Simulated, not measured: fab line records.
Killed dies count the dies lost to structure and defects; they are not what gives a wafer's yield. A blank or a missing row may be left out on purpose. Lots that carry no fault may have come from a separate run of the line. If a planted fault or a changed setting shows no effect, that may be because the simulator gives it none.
A lot that was struck, set against a sound lot :: flow berkeleyCmos170 :: 14 steps out of a route of 331
Sound: these wafers, L252.1, L252.2, L252.4. Struck: wafers L248.1, L248.4, L248.5. The cause comes at the end.
Each step with rows lists, per side, the tool, then ch with its chambers, then its first start. Under that, the readings that differ: sound wafers :: struck wafers :: difference of the means :: sigmas: that difference in standard deviations of wafers without a fault.
alike: same words and numbers on both sides, and readings whose means sit less than 2 such deviations apart. not compared: any withheld reading, any reading some wafer has no value for, any bound like >300 that may hide the same value, and any number with overlapping values for which the record gives no deviation.
Wherever a step has rows on one side only, a row that says differs or no value, or a row with sigmas, the two part there. When numbers do not overlap yet have no deviation, they are printed without sigmas and do not part them. A reading that every wafer of one side lacks parts them only if that side has two wafers or more.

UCB170_M3_SPUTTER_01: material Al, target thk 900 nm, time 120 s.
  sound: pvdSputter-03 at day 10 20:31; struck: pvdSputter-04 at day 10 05:15
  alike: chamberPressurePa, throttleValvePct
UCB170_M3_RS_MEAS_02: measures by four-point-probe.
  sound: filmMetro-04 at day 10 20:36; struck: filmMetro-04 at day 10 05:20
  alike: M3_AL_RS
UCB170_M3_THK_MEAS_03: measures by xrf.
  sound: filmMetro-04 at day 10 20:43; struck: filmMetro-04 at day 10 05:27
  alike: M3_AL_THK
then, 3 steps without rows for these wafers: UCB170_M3_HMDS_04 (prime time 60 s); UCB170_M3_COAT_05 (resist thk 900 nm); UCB170_M3_SOFTBAKE_06 (time 60 s).
UCB170_M3_STRIP_07: strips in O2.
  sound on plasmaAsher-02 ch 0,1, day 10 21:29; struck on plasmaAsher-02 ch 0,1, day 10 06:13
  alike: drypumpMotorCurrentA, oesProductAu, stripTimeToEndpointS
  not compared: rfHoursCounterH
then, 5 steps without rows for these wafers: UCB170_M3_STRIP_08 (strips KrF in DMSO, time 600 s); UCB170_M3_COAT_09; UCB170_M3_COAT_10 (resist thk 900 nm); UCB170_M3_SOFTBAKE_11 (time 60 s); UCB170_M3_EXPOSE_12 (exposes mask METAL3, target cd 700 nm).
UCB170_M3_PEB_13:
  sound on lithoTrack-02 ch 0, day 10 23:00; struck on lithoTrack-02, day 10 07:29
  no value came back on the struck wafers for chillPlateTempC (C), exhaustPa (Pa); on the sound wafers chillPlateTempC (C) reads 22.88 22.91 22.92
then, 1 step without rows for these wafers: UCB170_M3_DEVELOP_14 (develop time 45 s).

== WHERE THEY PART ==
Only at UCB170_M3_PEB_13, as far as this record shows.

WHY: whatever the simulator had introduced
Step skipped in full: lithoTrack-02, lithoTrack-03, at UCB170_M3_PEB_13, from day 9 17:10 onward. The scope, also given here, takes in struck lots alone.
